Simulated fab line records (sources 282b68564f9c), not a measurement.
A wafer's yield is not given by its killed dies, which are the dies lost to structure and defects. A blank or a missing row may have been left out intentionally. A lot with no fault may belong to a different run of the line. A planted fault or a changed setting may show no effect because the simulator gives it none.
fab line records	flow rit_cmos
[record] lots = 7	wafers = 21	last_day = 4
route steps=202 shown NWELL@35 PWELL@39 WELLDRIVE@50 NRETRO@53
lots that met no fault: taken from a fault-free run of the same line
start_h: start of the lot's first displayed wafer, in hours after the record's first day	wait_h: hours since the lot's step before	" the same as in the row above	L1.1+2: one row covering several wafers at once	- no value, or no start was given	* or withheld: withheld	< > ~ a bound
route shown NAME@n: a module of which the file shows steps, and the number in the route of the first	usual: average and standard deviation across the fault-free wafers	same: alike in all rows	chamber/n: place in a boat	sites: per-site readings	_std_site: how widely they spread, as a standard deviation	_edge_site: inner sites' mean taken away from outer sites' mean	radius_mm: how far each site lies from the wafer's centre	mask NAME#n: copy n	behind: the last tool/chamber to shape the wafer	hold: why the lot went on hold/how many hours it stayed there/how the hold came to an end	device: whichever transistor did not switch (one of n, p or np)	end of line: the route-end tests of the same wafers	where a step has no rows: the recipe by itself	killed: at the first sort, the dies lost to defects and structure; wafer yield is something else	map: a wafer's dies, marking killed ones x, the rest . and places with no die _
set.NAME: the run value of the setting; set.NAME@STEP: its run value at that earlier step	model.NAME: the simulator's own value behind a step, which no gauge read
certain route steps with their lots: each step a table, each wafer a row
services: a tool's chamber out of use, with start hour (start_h, from the record's first day; less than 0 if before it), hours out, and reason
[[steps]]
[step RIT_NWELL_HARDBAKE_07]
[recipe] resist = NOVOLAK	temp_c = 140	time_s = 120
[step RIT_NWELL_IMPLANT_08]
[recipe] species = P	energy_kev = 170	dose_cm2 = 5e+13	tilt_deg = 7.293
[step RIT_NWELL_STRIP_09]
[recipe] chemistry = O2	time_s = 180	resist = NOVOLAK	platen_temp_c = withheld	power_w = 500	pressure_mtorr = 4000	o2_flow_sccm = 4000
[usual] drypump_motor_current_A = 5.8/0.48
lot.wafer	tool	chamber	start_h	wait_h	drypump_motor_current_A	rf_hours_counter_h
L674.1	plasma_asher-02	1	31.01	0.1	6.6	39
L674.3	"	0	"	"	5.0	-
L674.5	"	1	"	"	6.6	-
L675.1	plasma_asher-02	0	37.08	0.1	5.1	40
L675.4	"	1	"	"	6.6	-
L675.5	"	0	"	"	5.1	-
L676.2	plasma_asher-04	0	37.96	0.1	5.9	39
L676.4	"	0	"	"	5.9	-
L676.6	"	0	"	"	5.9	-
L677.1	plasma_asher-02	1	46.20	0.1	6.5	41
L677.4	"	1	"	"	6.6	-
L677.5	"	0	"	"	5.1	-
L678.1	plasma_asher-03	1	49.76	0.1	5.5	36
L678.2	"	0	"	"	6.3	36
L678.6	"	0	"	"	6.2	-
L679.2	plasma_asher-03	1	52.46	0.1	5.5	36
L679.3	"	1	"	"	5.5	-
L679.6	"	0	"	"	6.2	-
L680.3	plasma_asher-03	1	57.41	0.1	5.5	-
L680.4	"	0	"	"	6.2	-
L680.6	"	0	"	"	6.2	-
[step RIT_NWELL_TW_MEAS_10]
[usual] NWELL_TW = 2121/16
lot.wafer	tool	chamber	start_h	wait_h	NWELL_TW
L674.1	film_metro-03	-	31.18	0.1	2098
L674.3	"	-	"	"	2093
L674.5	"	-	"	"	2093
L675.1	film_metro-04	-	37.26	0.1	2126
L675.4	"	-	"	"	2133
L675.5	"	-	"	"	2127
L676.2	film_metro-01	-	38.15	0.1	2107
L676.4	"	-	"	"	2101
L676.6	"	-	"	"	2104
L677.1	film_metro-01	-	46.38	0.1	2125
L677.4	"	-	"	"	2106
L677.5	"	-	"	"	2107
L678.1	film_metro-03	-	49.94	0.1	2102
L678.2	"	-	"	"	2114
L678.6	"	-	"	"	2106
L679.2	film_metro-04	-	52.65	0.1	2129
L679.3	"	-	"	"	2138
L679.6	"	-	"	"	2135
L680.3	film_metro-03	-	57.55	0.1	2110
L680.4	"	-	"	"	2107
L680.6	"	-	"	"	2102
[step RIT_PWELL_HMDS_00]
[recipe] prime_time_s = 60	prime_temp_c = 140
[step RIT_PWELL_COAT_01]
[recipe] resist = NOVOLAK	spin_rpm = 2000	resist_thk_nm = 1300
[step RIT_PWELL_SOFTBAKE_02]
[recipe] resist = NOVOLAK	temp_c = 90	time_s = 60
[step RIT_PWELL_EXPOSE_03]
[recipe] mask_id = M3	na = 0.57	target_cd_nm = 43700	dose_mj = 250
[step RIT_PWELL_PEB_04]
[recipe] resist = NOVOLAK	temp_c = withheld	time_s = withheld
[step RIT_PWELL_DEVELOP_05]
[recipe] resist = NOVOLAK	develop_time_s = 70.14	dev_temp_c = 23
[step RIT_PWELL_OVL_MEAS_06]
[usual] PWELL_OVL = -0.3/1.5
lot.wafer	tool	chamber	start_h	wait_h	PWELL_OVL[nm]
L674.1	overlay-02	-	32.33	-	2.4
L674.3	"	-	"	"	1.8
L674.5	"	-	"	"	3.5
L675.1	overlay-02	-	38.32	-	-1.1
L675.4	"	-	"	"	1.1
L675.5	"	-	"	"	-1.4
L676.2	overlay-02	-	39.09	-	-3.4
L676.4	"	-	"	"	-1.6
L676.6	"	-	"	"	-1.7
L677.1	overlay-02	-	47.34	-	-3.1
L677.4	"	-	"	"	-1.7
L677.5	"	-	"	"	-2.4
L678.1	overlay-01	-	51.00	-	-0.9
L678.2	"	-	"	"	1.3
L678.6	"	-	"	"	-1.2
L679.2	overlay-02	-	53.71	-	1.0
L679.3	"	-	"	"	-0.2
L679.6	"	-	"	"	0.4
L680.3	overlay-02	-	58.60	-	-0.1
L680.4	"	-	"	"	-0.3
L680.6	"	-	"	"	-0.5
[step RIT_PWELL_HARDBAKE_07]
[recipe] resist = NOVOLAK	temp_c = 140	time_s = 120
[step RIT_PWELL_IMPLANT_08]
[recipe] species = B	energy_kev = 170	dose_cm2 = 7e+13	tilt_deg = 7
[usual] implant_ion_amu = 11/0
lot.wafer	tool	chamber	start_h	wait_h	implant_ion_amu	model.implant.rp_nm	model.implant.drp_nm
L674.1	implanter-02	0	32.62	0.2	11	485.4	102.9
L674.3	"	0	"	"	11	485.4	102.9
L674.5	"	0	"	"	11	485.4	102.9
L675.1	implanter-03	0	38.67	0.2	11	482.2	102.9
L675.4	"	0	"	"	11	482.2	102.9
L675.5	"	0	"	"	11	482.2	102.9
L676.2	implanter-02	0	39.40	0.2	11	484.1	102.9
L676.4	"	0	"	"	11	484.1	102.9
L676.6	"	0	"	"	11	484.1	102.9
L677.1	implanter-04	0	47.62	0.2	11	471.9	102.9
L677.4	"	0	"	"	11	471.9	102.9
L677.5	"	0	"	"	11	471.9	102.9
L678.1	implanter-03	0	51.29	0.2	31	217.8	68.82
L678.2	"	0	"	"	31	217.8	68.82
L678.6	"	0	"	"	31	217.8	68.82
L679.2	implanter-02	0	54.01	0.2	31	213.5	68.82
L679.3	"	0	"	"	31	213.5	68.82
L679.6	"	0	"	"	31	213.5	68.82
L680.3	implanter-03	0	58.93	0.2	31	216.2	68.82
L680.4	"	0	"	"	31	216.2	68.82
L680.6	"	0	"	"	31	216.2	68.82
[step RIT_PWELL_STRIP_09]
[recipe] chemistry = O2	time_s = 180	resist = NOVOLAK	platen_temp_c = withheld	power_w = 500	pressure_mtorr = 4000	o2_flow_sccm = 4000
[usual] drypump_motor_current_A = 5.7/0.56
lot.wafer	tool	chamber	start_h	wait_h	drypump_motor_current_A	rf_hours_counter_h
L674.1	plasma_asher-02	1	32.77	0.1	6.5	40
L674.3	"	1	"	"	6.6	-
L674.5	"	1	"	"	6.6	-
L675.1	plasma_asher-04	0	38.82	0.1	5.9	39
L675.4	"	0	"	"	5.8	-
L675.5	"	0	"	"	5.9	-
L676.2	plasma_asher-02	0	39.52	0.1	5.1	41
L676.4	"	1	"	"	6.6	-
L676.6	"	1	"	"	6.5	-
L677.1	plasma_asher-04	0	47.77	0.1	5.9	40
L677.4	"	1	"	"	5.6	-
L677.5	"	0	"	"	5.9	-
L678.1	plasma_asher-04	1	51.44	0.1	5.6	41
L678.2	"	0	"	"	5.9	41
L678.6	"	1	"	"	5.7	-
L679.2	plasma_asher-01	1	54.14	0.1	5.8	27
L679.3	"	0	"	"	5.1	-
L679.6	"	1	"	"	5.7	-
L680.3	plasma_asher-04	1	59.09	0.1	5.6	-
L680.4	"	0	"	"	5.9	-
L680.6	"	1	"	"	5.6	-
[step RIT_PWELL_TW_MEAS_10]
[usual] PWELL_TW = 941/6.6
lot.wafer	tool	chamber	start_h	wait_h	PWELL_TW
L674.1	film_metro-03	-	32.94	0.1	933
L674.3	"	-	"	"	931
L674.5	"	-	"	"	932
L675.1	film_metro-04	-	39.00	0.1	942
L675.4	"	-	"	"	939
L675.5	"	-	"	"	946
L676.2	film_metro-03	-	39.71	0.1	931
L676.4	"	-	"	"	931
L676.6	"	-	"	"	931
L677.1	film_metro-01	-	47.95	0.1	940
L677.4	"	-	"	"	940
L677.5	"	-	"	"	939
L678.1	film_metro-03	-	51.61	0.1	2342
L678.2	"	-	"	"	2342
L678.6	"	-	"	"	2343
L679.2	film_metro-03	-	54.32	0.1	2340
L679.3	"	-	"	"	2338
L679.6	"	-	"	"	2345
L680.3	film_metro-04	-	59.22	0.1	2375
L680.4	"	-	"	"	2380
L680.6	"	-	"	"	2358
[step RIT_WELLDRIVE_ANNEAL_00]
[recipe] temp_c = 1100	time_s = 14700	ambient = N2
[step RIT_WELLDRIVE_RS_MEAS_01]
[recipe] thk_meas_gauge = four-point-probe
[usual] NWELL_RS = 275.5/0.66
lot.wafer	tool	chamber	start_h	wait_h	NWELL_RS[ohm/sq]
L674.1	film_metro-03	-	38.86	0.0	275.8
L674.3	"	-	"	"	276.4
L674.5	"	-	"	"	275.8
L675.1	film_metro-03	-	44.64	0.0	276.0
L675.4	"	-	"	"	275.2
L675.5	"	-	"	"	275.9
L676.2	film_metro-04	-	45.53	0.0	275.8
L676.4	"	-	"	"	275.3
L676.6	"	-	"	"	275.4
L677.1	film_metro-01	-	53.09	0.0	275.8
L677.4	"	-	"	"	276.3
L677.5	"	-	"	"	275.8
L678.1	film_metro-03	-	58.17	0.0	275.8
L678.2	"	-	"	"	275.3
L678.6	"	-	"	"	276.0
L679.2	film_metro-03	-	60.20	0.0	275.6
L679.3	"	-	"	"	275.1
L679.6	"	-	"	"	277.0
L680.3	film_metro-03	-	65.30	0.0	275.8
L680.4	"	-	"	"	276.5
L680.6	"	-	"	"	276.3
[step RIT_WELLDRIVE_RS_MEAS_02]
[recipe] thk_meas_gauge = four-point-probe
[usual] PWELL_RS = 429.8/1.2
lot.wafer	tool	chamber	start_h	wait_h	PWELL_RS[ohm/sq]
L674.1	film_metro-03	-	38.98	0.1	429.9
L674.3	"	-	"	"	430.0
L674.5	"	-	"	"	428.3
L675.1	film_metro-03	-	44.76	0.1	433.1
L675.4	"	-	"	"	430.7
L675.5	"	-	"	"	433.5
L676.2	film_metro-04	-	45.65	0.1	430.3
L676.4	"	-	"	"	430.2
L676.6	"	-	"	"	430.2
L677.1	film_metro-01	-	53.21	0.1	429.9
L677.4	"	-	"	"	429.3
L677.5	"	-	"	"	429.9
L678.1	film_metro-03	-	58.29	0.1	83.4
L678.2	"	-	"	"	83.6
L678.6	"	-	"	"	83.5
L679.2	film_metro-03	-	60.32	0.1	83.6
L679.3	"	-	"	"	83.6
L679.6	"	-	"	"	83.7
L680.3	film_metro-03	-	65.42	0.1	83.7
L680.4	"	-	"	"	83.8
L680.6	"	-	"	"	83.8
[step RIT_NRETRO_HMDS_00]
[recipe] prime_time_s = 60	prime_temp_c = 140
[[services]]
tool	chamber	start_h	hours	kind
implanter-04	-	48.70	4.8	repair
implanter-04	-	53.48	5.7	pm
[[key]]
[first_sign] step = RIT_PWELL_IMPLANT_08	reading = implant_ion_amu	direction = up	sigmas = 99+	usual = 11	struck = 31
[effect] step = RIT_PWELL_TW_MEAS_10	reading = PWELL_TW	direction = up	sigmas = 99+	usual = 941	struck = 2351
[effect] step = RIT_WELLDRIVE_RS_MEAS_02	reading = PWELL_RS	direction = down	sigmas = 99+	usual = 429.8	struck = 83.6
[model_effect] step = RIT_PWELL_IMPLANT_08	value = implant.rp_nm	without = 486.6	struck = 215.8
met_at RIT_PWELL_IMPLANT_08
struck_wafers L678.1,L678.2,L678.6,L679.2,L679.3,L679.6,L680.3,L680.4,L680.6
sort_left_out L678.1,L678.2,L678.6,L679.2,L679.3,L679.6,L680.3,L680.4,L680.6
tester_left_out L678,L679,L680
onset_between 39.40 51.29
[fault] kind = wrong_recipe_download	tool = implanter-02,implanter-03,implanter-04	chamber = -	onset_h = 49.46	steps = RIT_PWELL_IMPLANT_08	wrong_recipe.not_listed = 1
// tester_left_out: of these lots the tester's yield and bins aren't shown, on N5 and GAA mostly nor the transistor test; their killed dies are dies lost to structure and defects alone, not to doping, threshold or leakage, so they don't give the yield
// sort_left_out: the simulated sort isn't trusted on such a fault, so these wafers' sort isn't shown, and their yield isn't known
